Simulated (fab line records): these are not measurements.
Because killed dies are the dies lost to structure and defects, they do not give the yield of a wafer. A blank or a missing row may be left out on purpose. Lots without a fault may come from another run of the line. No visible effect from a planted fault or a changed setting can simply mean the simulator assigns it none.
Code-filled problem report in 8D (eight disciplines) form -- flow rit-cmos -- the parts of the form that need people (team, actions taken, sign-off) are left out

1. WHAT WENT WRONG
Mean of chamber-pressure-mTorr at RIT_ACTIVE_ETCH_13: 129.97 mTorr across 3 wafers in 2 lots; on wafers with no fault it is 259.99 mTorr (standard deviation 0.26). That is -99 or more standard deviations from the usual mean.
The step: etches Si3N4 in SF6, stops on SiO2, time 210 s, target depth 210 nm.
First seen on wafer L875.6, day 5 11:31, on rie-diel-04. Wafers with a number at this step in the record: 42, from 14 lots. By rule, "out" or "out of limits" means more than 4 standard deviations away from the usual mean. The other wafers with a number count as sound.

2. WHAT IT IS, AND WHAT IT ISN'T
question,is,is not
which readings at this step,chamber-pressure-mTorr,"drypump-motor-current-A, oes-product-au, throttle-valve-pct"
which lots,"L875, L876","L859, L860, L861, L862, L864, L865, L866, L868, L873, L878, L879, L880"
which wafers of those lots,"L875.6, L876.3, L876.4","L875.3, L875.4, L876.5"
read on which tools,rie-diel-04,"rie-diel-02, rie-diel-03"
when,from day 5 11:31,"up to then (29 sound wafers); but 10 sound wafers of L876, L878, L879, L880 came after"

3. WHAT RULES OUT EACH SUSPECT
Counting: a tool at a process step up to the reading stays a suspect if it ran every lot that is out. Sound lots after the first of them don't rule it out here, since some wafers of a struck lot are sound.
- rie-diel-04 at RIT_ACTIVE_ETCH_13 (etches Si3N4 in SF6, stops on SiO2, time 210 s, target depth 210 nm): kept. Every lot that is out went through it, the first being L875 (day 5 11:31); the last sound lot it ran before that was L873 (day 5 03:21). Its own chamber-pressure-mTorr readings are out on those wafers.
- In rie-diel-04 at RIT_ACTIVE_ETCH_13, the wafers that are out were processed in chamber 3 and their sound lot-mates in chambers 0, 2.
After counting, what remains is rie-diel-04 at RIT_ACTIVE_ETCH_13.

4. THE CAUSE (what the simulator had put in)
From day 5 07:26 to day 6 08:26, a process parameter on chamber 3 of rie-diel-04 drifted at RIT_ACTIVE_ETCH_13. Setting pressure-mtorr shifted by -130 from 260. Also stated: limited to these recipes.
Counting left only this tool.

5. THE CHAIN OF EFFECTS, in route order
Each row: a reading whose mean over the struck wafers that have a number lies more than 3 standard deviations from the usual. Only readings whose record carries a usual standard deviation are examined. hours: median over the lots of the time between each lot's start at the first step of this table that gives one and its start at this step. sigmas: the change, counted in usual standard deviations.
hours,step,reading,usual,on struck wafers,change,sigmas
0,RIT_ACTIVE_ETCH_13,chamber-pressure-mTorr,259.99 mTorr,129.97,-130.02,-99 or more
52,RIT_M1_PROBE_99,killed-at-contacts,0.1,1.0,+0.9,+3.6
Here are the process steps it includes:
- RIT_ACTIVE_ETCH_13: etches Si3N4 in SF6, stops on SiO2, time 210 s, target depth 210 nm.
- RIT_M1_PROBE_99

6. WHAT WOULD HAVE CAUGHT IT SOONER
The fault began at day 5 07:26; the first out-of-limits reading in this record came at day 5 11:31, 4 hours later.
